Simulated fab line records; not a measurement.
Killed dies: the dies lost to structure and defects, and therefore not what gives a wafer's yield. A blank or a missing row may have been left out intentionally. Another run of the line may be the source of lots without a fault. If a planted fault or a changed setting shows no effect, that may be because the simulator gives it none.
Struck lot and sound lot, side by side :: flow rit-cmos :: 22 steps out of a route of 202
Sound: these wafers, L577.1, L577.3, L577.6. Struck: wafers L583.3, L583.5, L583.6. The cause is given at the end.
Per side, at each step with rows, come the tool, then ch with its chambers, and then its first start. Under that, the readings that differ: sound wafers :: struck wafers :: difference of the means :: sigmas: that difference in standard deviations of wafers without a fault.
alike: readings whose means differ by less than 2 such deviations, and words and numbers that are the same on both sides. not compared: withheld readings, readings that some wafer has no value for, bounds like >300 that may hide the same value, and numbers for which the record gives no deviation and whose values overlap.
A row with sigmas, a row that says differs or no value, or rows on one side alone: a step with any of these is where the two part. When numbers do not overlap yet have no deviation, they are printed without sigmas and do not part them. A reading that every wafer of one side lacks parts them only if that side has two wafers or more.

first, 4 steps without rows for these wafers: RIT_NWELL_SOFTBAKE_02 (time 60 s); RIT_NWELL_EXPOSE_03 (exposes mask M2, target cd 43900 nm); RIT_NWELL_PEB_04; RIT_NWELL_DEVELOP_05 (develop time 68 s).
RIT_NWELL_OVL_MEAS_06:
  struck on overlay-01, day 4 04:56; sound on overlay-02, day 2 20:01
  alike: NWELL_OVL
then, 2 steps without rows for these wafers: RIT_NWELL_HARDBAKE_07 (time 120 s); RIT_NWELL_IMPLANT_08.
RIT_NWELL_STRIP_09: strips in O2, time 180 s.
  sound on plasma-asher-04 ch 0,1, day 2 20:28; struck on plasma-asher-03 ch 0,1, day 4 05:25
reading: drypump-motor-current-A (A)
sound: 5.7 6.4 6.4
struck: 5.2 5.2 5.8
difference: -0.8
sigmas: -2
  alike: rf-refl-power-W
  not compared: rf-hours-counter-h
RIT_NWELL_TW_MEAS_10:
  struck on film-metro-02, day 4 05:34; sound on film-metro-02, day 2 20:38
  alike: NWELL_TW
then, 3 steps without rows for these wafers: RIT_PWELL_HMDS_00 (prime time 60 s); RIT_PWELL_COAT_01 (resist thk 1300 nm); RIT_PWELL_SOFTBAKE_02 (time 60 s).
RIT_PWELL_EXPOSE_03: exposes mask M3, target cd 43700 nm.
  sound on iline-stepper-02 ch 0, day 2 21:08; struck on iline-stepper-01 ch 0, day 4 06:05
reading: mask
sound: M3#0 M3#0 M3#0
struck: M2#0 M2#0 M2#0
difference: differs
sigmas: 
  alike: exposure-dose-mJ-cm2
then, 2 steps without rows for these wafers: RIT_PWELL_PEB_04; RIT_PWELL_DEVELOP_05 (develop time 68 s).
RIT_PWELL_OVL_MEAS_06:
  struck on overlay-01, day 4 06:29; sound on overlay-01, day 2 21:34
reading: PWELL_OVL (nm)
sound: -1.2 -0.9 0.3
struck: - - -
difference: no value on the struck wafers
sigmas: 
then, 2 steps without rows for these wafers: RIT_PWELL_HARDBAKE_07 (time 120 s); RIT_PWELL_IMPLANT_08.
RIT_PWELL_STRIP_09: strips in O2, time 180 s.
  sound on plasma-asher-03 ch 0,1, day 2 22:01; struck on plasma-asher-01 ch 0,1, day 4 06:58
  alike: drypump-motor-current-A, rf-refl-power-W
  not compared: rf-hours-counter-h
RIT_PWELL_TW_MEAS_10:
  struck on film-metro-02, day 4 07:07; sound on film-metro-01, day 2 22:11
reading: PWELL_TW
sound: 958 961 957
struck: 30 30 30
difference: -929
sigmas: -99 or more
then, 1 step without rows for these wafers: RIT_WELLDRIVE_ANNEAL_00 (time 14700 s).
RIT_M1_PROBE_99:
  struck on prober-01, day 5 18:27; sound on prober-02, day 4 11:04
reading: killed-at-front-end
sound: 6 7 4
struck: 264 264 264
difference: +258
sigmas: +92

reading: killed-dies
sound: 6 7 4
struck: 264 264 264
difference: +258
sigmas: +92

reading: killed-on-rim
sound: 1 4 1
struck: 70 70 70
difference: +68
sigmas: +52
  alike: killed-open, killed-short

== WHERE THEY PART ==
First at RIT_NWELL_STRIP_09; last, within this record, at RIT_M1_PROBE_99.

WHY: what had been put in by the simulator
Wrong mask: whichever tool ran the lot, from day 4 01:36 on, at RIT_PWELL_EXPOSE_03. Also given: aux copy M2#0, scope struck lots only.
